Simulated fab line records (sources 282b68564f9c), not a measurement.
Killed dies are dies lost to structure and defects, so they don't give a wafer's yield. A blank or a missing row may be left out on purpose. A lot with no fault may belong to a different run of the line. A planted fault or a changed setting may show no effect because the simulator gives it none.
What tool caused it? / flow rit_cmos / Sampling: 13 lots, 39 wafers, 7 of 202 route steps

WHAT THE GAUGES READ, wafer by wafer
RIT_SDANNEAL_RS_MEAS_04: a four-point-probe measurement.
lot=L854; measured=day 3 02:12; on=film_metro-04; PSD_RS (ohm/sq)=116.5 115.9 116.2
lot=L855; measured=day 3 08:43; on=film_metro-03; PSD_RS (ohm/sq)=116.0 115.9 115.9
lot=L856; measured=day 3 13:23; on=film_metro-04; PSD_RS (ohm/sq)=115.6 116.0 116.0
lot=L857; measured=day 3 20:53; on=film_metro-01; PSD_RS (ohm/sq)=115.6 115.4 115.2
lot=L858; measured=day 3 22:52; on=film_metro-01; PSD_RS (ohm/sq)=115.9 115.6 115.5
lot=L859; measured=day 4 02:05; on=film_metro-03; PSD_RS (ohm/sq)=116.1 115.9 116.3
lot=L860; measured=day 4 11:08; on=film_metro-01; PSD_RS (ohm/sq)=116.0 115.9 116.0
lot=L861; measured=day 4 17:44; on=film_metro-01; PSD_RS (ohm/sq)=115.4 115.2 115.1
lot=L862; measured=day 4 22:52; on=film_metro-01; PSD_RS (ohm/sq)=115.2 115.3 115.5
lot=L863; measured=day 5 01:22; on=film_metro-03; PSD_RS (ohm/sq)=116.0 116.0 115.8
lot=L864; measured=day 5 06:02; on=film_metro-03; PSD_RS (ohm/sq)=115.6 115.8 116.2
lot=L869; measured=day 6 06:47; on=film_metro-04; PSD_RS (ohm/sq)=166.1 165.8 165.8
lot=L871; measured=day 6 19:38; on=film_metro-04; PSD_RS (ohm/sq)=165.4 166.0 165.4

RIT_SDANNEAL_RS_MEAS_05: a four-point-probe measurement.
lot=L854; measured=day 3 02:19; on=film_metro-04; NSD_RS (ohm/sq)=82.86 83.11 83.01
lot=L855; measured=day 3 08:50; on=film_metro-03; NSD_RS (ohm/sq)=83.44 83.26 83.29
lot=L856; measured=day 3 13:31; on=film_metro-04; NSD_RS (ohm/sq)=83.50 83.59 83.47
lot=L857; measured=day 3 21:00; on=film_metro-01; NSD_RS (ohm/sq)=82.94 83.02 83.10
lot=L858; measured=day 3 22:59; on=film_metro-01; NSD_RS (ohm/sq)=83.15 82.89 83.33
lot=L859; measured=day 4 02:12; on=film_metro-03; NSD_RS (ohm/sq)=82.95 83.01 82.83
lot=L860; measured=day 4 11:16; on=film_metro-01; NSD_RS (ohm/sq)=82.81 83.20 82.65
lot=L861; measured=day 4 17:52; on=film_metro-01; NSD_RS (ohm/sq)=82.94 82.76 83.06
lot=L862; measured=day 4 22:59; on=film_metro-01; NSD_RS (ohm/sq)=82.38 82.20 82.48
lot=L863; measured=day 5 01:29; on=film_metro-03; NSD_RS (ohm/sq)=83.44 83.52 83.34
lot=L864; measured=day 5 06:09; on=film_metro-03; NSD_RS (ohm/sq)=83.36 83.13 83.05
lot=L869; measured=day 6 06:55; on=film_metro-04; NSD_RS (ohm/sq)=86.05 85.89 85.84
lot=L871; measured=day 6 19:46; on=film_metro-04; NSD_RS (ohm/sq)=86.07 85.77 85.81

RIT_SDANNEAL_RS_MEAS_06: a four-point-probe measurement.
lot=L854; measured=day 3 02:26; on=film_metro-04; PLDD_RS (ohm/sq)=181.7 181.2 181.6
lot=L855; measured=day 3 08:58; on=film_metro-03; PLDD_RS (ohm/sq)=180.8 180.7 180.2
lot=L856; measured=day 3 13:38; on=film_metro-04; PLDD_RS (ohm/sq)=180.2 180.7 180.4
lot=L857; measured=day 3 21:07; on=film_metro-01; PLDD_RS (ohm/sq)=180.2 180.1 179.7
lot=L858; measured=day 3 23:06; on=film_metro-01; PLDD_RS (ohm/sq)=180.2 179.8 179.9
lot=L859; measured=day 4 02:19; on=film_metro-03; PLDD_RS (ohm/sq)=180.5 180.2 179.8
lot=L860; measured=day 4 11:23; on=film_metro-01; PLDD_RS (ohm/sq)=179.5 179.6 180.2
lot=L861; measured=day 4 17:59; on=film_metro-01; PLDD_RS (ohm/sq)=180.1 179.2 179.7
lot=L862; measured=day 4 23:06; on=film_metro-01; PLDD_RS (ohm/sq)=179.2 179.5 179.8
lot=L863; measured=day 5 01:37; on=film_metro-03; PLDD_RS (ohm/sq)=180.1 180.6 179.9
lot=L864; measured=day 5 06:16; on=film_metro-03; PLDD_RS (ohm/sq)=180.9 181.0 180.6
lot=L869; measured=day 6 07:02; on=film_metro-04; PLDD_RS (ohm/sq)=247.1 247.1 247.6
lot=L871; measured=day 6 19:53; on=film_metro-04; PLDD_RS (ohm/sq)=245.9 246.5 246.2

RIT_M1_CD_MEAS_09 targets a cd of 2600 nm.
lot=L854; measured=day 3 06:53; on=cd_sem-01; cd_nm (nm)=2601.4 2598.9 2601.3
lot=L855; measured=day 3 13:33; on=cd_sem-01; cd_nm (nm)=2597.7 2597.0 2598.9
lot=L856; measured=day 3 18:20; on=cd_sem-02; cd_nm (nm)=2596.4 2598.0 2597.0
lot=L857; measured=day 4 01:35; on=cd_sem-01; cd_nm (nm)=2600.0 2600.1 2598.9
lot=L858; measured=day 4 03:56; on=cd_sem-01; cd_nm (nm)=2602.0 2602.5 2599.9
lot=L859; measured=day 4 07:10; on=cd_sem-02; cd_nm (nm)=2597.9 2595.8 2597.9
lot=L860; measured=day 4 15:53; on=cd_sem-02; cd_nm (nm)=2597.8 2599.6 2600.6
lot=L861; measured=day 4 22:37; on=cd_sem-02; cd_nm (nm)=2597.7 2599.2 2595.1
lot=L862; measured=day 5 03:35; on=cd_sem-01; cd_nm (nm)=2600.8 2600.8 2600.3
lot=L863; measured=day 5 06:04; on=cd_sem-02; cd_nm (nm)=2601.1 2599.4 2601.9
lot=L864; measured=day 5 10:52; on=cd_sem-02; cd_nm (nm)=2600.0 2600.5 2599.2
lot=L869; measured=day 6 11:32; on=cd_sem-02; cd_nm (nm)=2595.9 2597.2 2597.0
lot=L871; measured=day 7 00:46; on=cd_sem-01; cd_nm (nm)=2597.7 2597.0 2596.5

EACH LOT AND THE TOOL THAT RAN IT (in order: tool; ch and the chambers of the sampled wafers; start)
lot=L854; RIT_ACTIVE_ETCH_13=rie_diel-03 ch 0,1,3, day 1 16:09; RIT_ACTIVE_STRIP_14=plasma_asher-04 ch 1, day 1 16:17; RIT_SDANNEAL_RTA_03=rtp_anneal-02 ch 0, day 3 02:08
lot=L855; RIT_ACTIVE_ETCH_13=rie_diel-03 ch 0,3, day 1 21:14; RIT_ACTIVE_STRIP_14=plasma_asher-03 ch 0,1, day 1 21:22; RIT_SDANNEAL_RTA_03=rtp_anneal-01 ch 0, day 3 08:39
lot=L856; RIT_ACTIVE_ETCH_13=rie_diel-04 ch 0,1,3, day 2 02:17; RIT_ACTIVE_STRIP_14=plasma_asher-02 ch 0,1, day 2 02:25; RIT_SDANNEAL_RTA_03=rtp_anneal-02 ch 0, day 3 13:20
lot=L857; RIT_ACTIVE_ETCH_13=rie_diel-04 ch 1,2,3, day 2 05:50; RIT_ACTIVE_STRIP_14=plasma_asher-04 ch 0,1, day 2 05:58; RIT_SDANNEAL_RTA_03=rtp_anneal-01 ch 0, day 3 20:49
lot=L858; RIT_ACTIVE_ETCH_13=rie_diel-03 ch 1,2,3, day 2 10:46; RIT_ACTIVE_STRIP_14=plasma_asher-02 ch 0,1, day 2 10:55; RIT_SDANNEAL_RTA_03=rtp_anneal-02 ch 0, day 3 22:48
lot=L859; RIT_ACTIVE_ETCH_13=rie_diel-03 ch 0,3, day 2 15:50; RIT_ACTIVE_STRIP_14=plasma_asher-04 ch 0,1, day 2 16:02; RIT_SDANNEAL_RTA_03=rtp_anneal-01 ch 0, day 4 02:00
lot=L860; RIT_ACTIVE_ETCH_13=rie_diel-04 ch 2,3, day 2 21:54; RIT_ACTIVE_STRIP_14=plasma_asher-03 ch 0,1, day 2 22:02; RIT_SDANNEAL_RTA_03=rtp_anneal-02 ch 0, day 4 11:04
lot=L861; RIT_ACTIVE_ETCH_13=rie_diel-03 ch 0,3, day 3 01:43; RIT_ACTIVE_STRIP_14=plasma_asher-04 ch 0,1, day 3 01:50; RIT_SDANNEAL_RTA_03=rtp_anneal-01 ch 0, day 4 17:41
lot=L862; RIT_ACTIVE_ETCH_13=rie_diel-02 ch 0,2, day 3 09:08; RIT_ACTIVE_STRIP_14=plasma_asher-02 ch 0,1, day 3 09:17; RIT_SDANNEAL_RTA_03=rtp_anneal-02 ch 0, day 4 22:49
lot=L863; RIT_ACTIVE_ETCH_13=rie_diel-04 ch 1,2,3, day 3 11:58; RIT_ACTIVE_STRIP_14=plasma_asher-04 ch 0,1, day 3 12:06; RIT_SDANNEAL_RTA_03=rtp_anneal-01 ch 0, day 5 01:19
lot=L864; RIT_ACTIVE_ETCH_13=rie_diel-03 ch 0,2,3, day 3 16:50; RIT_ACTIVE_STRIP_14=plasma_asher-04 ch 0,1, day 3 16:58; RIT_SDANNEAL_RTA_03=rtp_anneal-02 ch 0, day 5 05:58
lot=L869; RIT_ACTIVE_ETCH_13=rie_diel-03 ch 2,3, day 4 17:49; RIT_ACTIVE_STRIP_14=plasma_asher-04 ch 0,1, day 4 17:56; RIT_SDANNEAL_RTA_03=rtp_anneal-01 ch 0, day 6 06:44
lot=L871; RIT_ACTIVE_ETCH_13=rie_diel-03 ch 1,2,3, day 5 04:52; RIT_ACTIVE_STRIP_14=plasma_asher-02 ch 0,1, day 5 04:59; RIT_SDANNEAL_RTA_03=rtp_anneal-01 ch 0, day 6 19:35
- RIT_ACTIVE_ETCH_13: etches Si3N4 in SF6, stops on SiO2, time 210 s, target depth 210 nm.
- RIT_ACTIVE_STRIP_14: strips in O2, time 180 s.
- RIT_SDANNEAL_RTA_03: time 5 s.

WHAT THE TOOLS THEMSELVES READ (means of the sampled wafers that have a number; where no wafer has one, the mark that the record gives instead)
RIT_ACTIVE_ETCH_13.
lot=L854; tool=rie_diel-03; SF6_flow_sccm (sccm)=200.1; drypump_motor_current_A (A)=6.1; oes_product_au (a.u.)=0.822; throttle_valve_pct (%)=7.45
lot=L855; tool=rie_diel-03; SF6_flow_sccm (sccm)=200.4; drypump_motor_current_A (A)=5.9; oes_product_au (a.u.)=0.818; throttle_valve_pct (%)=7.58
lot=L856; tool=rie_diel-04; SF6_flow_sccm (sccm)=199.9; drypump_motor_current_A (A)=5.3; oes_product_au (a.u.)=0.807; throttle_valve_pct (%)=7.50
lot=L857; tool=rie_diel-04; SF6_flow_sccm (sccm)=200.0; drypump_motor_current_A (A)=5.6; oes_product_au (a.u.)=0.809; throttle_valve_pct (%)=7.56
lot=L858; tool=rie_diel-03; SF6_flow_sccm (sccm)=200.6; drypump_motor_current_A (A)=5.8; oes_product_au (a.u.)=0.827; throttle_valve_pct (%)=7.38
lot=L859; tool=rie_diel-03; SF6_flow_sccm (sccm)=199.8; drypump_motor_current_A (A)=5.9; oes_product_au (a.u.)=0.816; throttle_valve_pct (%)=7.53
lot=L860; tool=rie_diel-04; SF6_flow_sccm (sccm)=199.7; drypump_motor_current_A (A)=5.9; oes_product_au (a.u.)=0.808; throttle_valve_pct (%)=7.58
lot=L861; tool=rie_diel-03; SF6_flow_sccm (sccm)=199.9; drypump_motor_current_A (A)=5.9; oes_product_au (a.u.)=0.814; throttle_valve_pct (%)=7.59
lot=L862; tool=rie_diel-02; SF6_flow_sccm (sccm)=199.9; drypump_motor_current_A (A)=5.1; oes_product_au (a.u.)=0.818; throttle_valve_pct (%)=7.57
lot=L863; tool=rie_diel-04; SF6_flow_sccm (sccm)=200.2; drypump_motor_current_A (A)=5.6; oes_product_au (a.u.)=0.812; throttle_valve_pct (%)=7.56
lot=L864; tool=rie_diel-03; SF6_flow_sccm (sccm)=200.6; drypump_motor_current_A (A)=5.6; oes_product_au (a.u.)=0.817; throttle_valve_pct (%)=7.45
lot=L869; tool=rie_diel-03; SF6_flow_sccm (sccm)=200.2; drypump_motor_current_A (A)=5.7; oes_product_au (a.u.)=0.820; throttle_valve_pct (%)=7.52
lot=L871; tool=rie_diel-03; SF6_flow_sccm (sccm)=199.4; drypump_motor_current_A (A)=5.8; oes_product_au (a.u.)=0.823; throttle_valve_pct (%)=7.38

RIT_ACTIVE_STRIP_14.
lot=L854; tool=plasma_asher-04; drypump_motor_current_A (A)=5.4
lot=L855; tool=plasma_asher-03; drypump_motor_current_A (A)=5.7
lot=L856; tool=plasma_asher-02; drypump_motor_current_A (A)=6.0
lot=L857; tool=plasma_asher-04; drypump_motor_current_A (A)=5.5
lot=L858; tool=plasma_asher-02; drypump_motor_current_A (A)=6.1
lot=L859; tool=plasma_asher-04; drypump_motor_current_A (A)=5.5
lot=L860; tool=plasma_asher-03; drypump_motor_current_A (A)=5.6
lot=L861; tool=plasma_asher-04; drypump_motor_current_A (A)=5.5
lot=L862; tool=plasma_asher-02; drypump_motor_current_A (A)=6.3
lot=L863; tool=plasma_asher-04; drypump_motor_current_A (A)=5.5
lot=L864; tool=plasma_asher-04; drypump_motor_current_A (A)=5.5
lot=L869; tool=plasma_asher-04; drypump_motor_current_A (A)=5.6
lot=L871; tool=plasma_asher-02; drypump_motor_current_A (A)=6.3

RIT_SDANNEAL_RTA_03.
lot=L854 tool=rtp_anneal-02 ramp_down_c_per_s=170.98 wafer_temp_C_max=1054.0
lot=L855 tool=rtp_anneal-01 ramp_down_c_per_s=170.98 wafer_temp_C_max=1053.6
lot=L856 tool=rtp_anneal-02 ramp_down_c_per_s=170.99 wafer_temp_C_max=1053.7
lot=L857 tool=rtp_anneal-01 ramp_down_c_per_s=171.02 wafer_temp_C_max=1052.8
lot=L858 tool=rtp_anneal-02 ramp_down_c_per_s=171.00 wafer_temp_C_max=1053.3
lot=L859 tool=rtp_anneal-01 ramp_down_c_per_s=171.00 wafer_temp_C_max=1053.5
lot=L860 tool=rtp_anneal-02 ramp_down_c_per_s=171.00 wafer_temp_C_max=1053.1
lot=L861 tool=rtp_anneal-01 ramp_down_c_per_s=170.99 wafer_temp_C_max=1053.0
lot=L862 tool=rtp_anneal-02 ramp_down_c_per_s=170.99 wafer_temp_C_max=1053.1
lot=L863 tool=rtp_anneal-01 ramp_down_c_per_s=171.04 wafer_temp_C_max=1053.5
lot=L864 tool=rtp_anneal-02 ramp_down_c_per_s=171.04 wafer_temp_C_max=1053.8
lot=L869 tool=rtp_anneal-01 ramp_down_c_per_s=171.00 wafer_temp_C_max=987.7
lot=L871 tool=rtp_anneal-01 ramp_down_c_per_s=170.97 wafer_temp_C_max=988.3

THE ANSWER, worked out from the rows above alone
Rule: the lots themselves supply what counts as usual. The widest of any qualifying gaps counts: lots, ordered by their means at a reading, are off when they make up no more than a third of the lots, leave a main group of 4 or more, and stand apart from it by 3 or more times the standard deviation of that group's means. A main group whose means are all the same, to the digits that the tables above print for the reading, isn't used. A lot without any number at a reading at which 4 lots or more have one is off too. Any other lot the step has rows for is counted as sound. Order of review: gauges by route order, followed by the tools' own readings, for which a lot's mean as printed above is used. The first step at which some lot is off is used, and at that step the reading that is off furthest; a lot without a number counts as furthest.
Off: L869, L871, seen at RIT_SDANNEAL_RS_MEAS_04 (PSD_RS). Main group: mean 115.8 ohm/sq, sd 0.31.
If a tool, at a process step before that reading, ran all the lots that are off and no sound lot after the first of them, it fits. The gauges at RIT_SDANNEAL_RS_MEAS_04 aren't tried: what is off there is off at RIT_SDANNEAL_RTA_03 too, on other tools, and a gauge's error can't cause that. 2 tools fit, rie_diel-03 at RIT_ACTIVE_ETCH_13 and rtp_anneal-01 at RIT_SDANNEAL_RTA_03, so this cannot tell which one it is.

WHAT HAD BEEN PUT IN BY THE SIMULATOR
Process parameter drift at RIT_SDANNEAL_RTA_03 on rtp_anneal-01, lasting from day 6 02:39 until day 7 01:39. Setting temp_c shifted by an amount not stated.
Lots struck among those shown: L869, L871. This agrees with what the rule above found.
